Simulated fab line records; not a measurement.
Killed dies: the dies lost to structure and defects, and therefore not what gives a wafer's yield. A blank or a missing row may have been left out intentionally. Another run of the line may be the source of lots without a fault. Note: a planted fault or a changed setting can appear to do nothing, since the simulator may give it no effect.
2 desks looking at one fault / flow berkeley-cmos170 / only its own numbers are on each desk; what lay behind them is given at the end

FROM THE METROLOGY DESK
Means of the sampled wafers that have a number, per lot and without regard to the tool the lot ran on: this is what the gauges read. A lot is out of limits, marked OUT, if its mean lies more than 4 standard deviations from the usual mean; the brackets give that distance.
Columns: A = cd-nm at UCB170_CONTACT_CD_MEAS_90, usual 700.3 nm; B = M1_AL_THK at UCB170_M1_THK_MEAS_02, usual 593 nm; C = M2_AL_RS at UCB170_M2_RS_MEAS_02, usual 0.03208 ohm/sq; D = M2_AL_THK at UCB170_M2_THK_MEAS_03, usual 892 nm; E = V2_POLISHED_THK at UCB170_V2_THK_MEAS_04, usual 1000.2 nm
lot=L987; first seen here=day 8 05:01; A=701.8; B=585; C=0.03198; D=896; E=1000.5
lot=L988; first seen here=day 8 18:25; A=701.5; B=583; C=0.03194; D=891; E=1000.1
lot=L989; first seen here=day 8 19:33; A=700.2; B=600; C=0.03248; D=884; E=1001.0
lot=L991; first seen here=day 9 10:10; A=699.1; B=589; C=0.03207; D=894; E=1000.2
lot=L992; first seen here=day 9 14:05; A=700.1; B=602; C=0.03212; D=894; E=999.5
lot=L996; first seen here=day 10 10:50; A=702.3; B=585; C=0.03161; D=899; E=1000.3
lot=L997; first seen here=day 10 11:31; A=697.1; B=601; C=0.03765 (+19) OUT; D=793 (-10) OUT; E=1001.0
lot=L104; first seen here=day 11 20:28; A=701.0; B=592; C=0.03183; D=911; E=998.0
lot=L106; first seen here=day 12 05:52; A=701.6; B=600; C=0.03237; D=879; E=1000.8
lot=L107; first seen here=day 12 07:43; A=700.0; B=589; C=0.03259; D=883; E=998.8
lot=L108; first seen here=day 12 07:50; A=698.7; B=605; C=0.03200; D=889; E=999.8
lot=L109; first seen here=day 12 20:08; A=699.2; B=603; C=0.03185; D=904; E=999.1
lot=L110; first seen here=day 12 23:16; A=699.6; B=584; C=0.03213; D=884; E=999.6
This desk finds L997 out of limits, with the earliest case on L997 at day 10 21:31 (M2_AL_RS at UCB170_M2_RS_MEAS_02). L987, L988, L989, L991, L992, L996, L104, L106, L107, L108, L109, L110 stayed within limits.

FOR THE TOOL OWNER'S DESK: pvd-sputter-01
The tool's own readings at UCB170_M2_SPUTTER_01 (material Al, target thk 900 nm, time 120 s): means of the sampled wafers that have a number, for each lot that ran on this tool. A lot is out of limits, marked OUT, if its mean lies more than 4 standard deviations from the usual mean; the brackets give that distance.
Columns: A = throttle-valve-pct at UCB170_M2_SPUTTER_01, usual 30.0 %
lot=L989; first seen here=day 9 04:26; A=29.7
lot=L991; first seen here=day 9 17:52; A=29.8
lot=L997; first seen here=day 10 21:26; A=29.7
lot=L108; first seen here=day 13 11:10; A=30.2
lot=L110; first seen here=day 13 11:28; A=30.4
Result from this desk: across the 5 lots, nothing is out of limits.

BROUGHT TOGETHER
L997 would have let the metrology desk raise an alarm at day 10 21:31.
Nothing out of limits was seen by the tool owner's desk.
The tool owner's desk has L997 on record, within its limits.
On pvd-sputter-01, each named lot ran UCB170_M2_SPUTTER_01.

WHAT THE SIMULATOR HAD INSERTED
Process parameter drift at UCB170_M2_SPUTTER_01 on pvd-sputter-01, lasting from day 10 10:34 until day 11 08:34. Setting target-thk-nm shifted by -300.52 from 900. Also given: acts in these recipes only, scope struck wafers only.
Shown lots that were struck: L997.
Delay in hours, fault start to first out-of-limits reading, per desk: metrology desk 11.
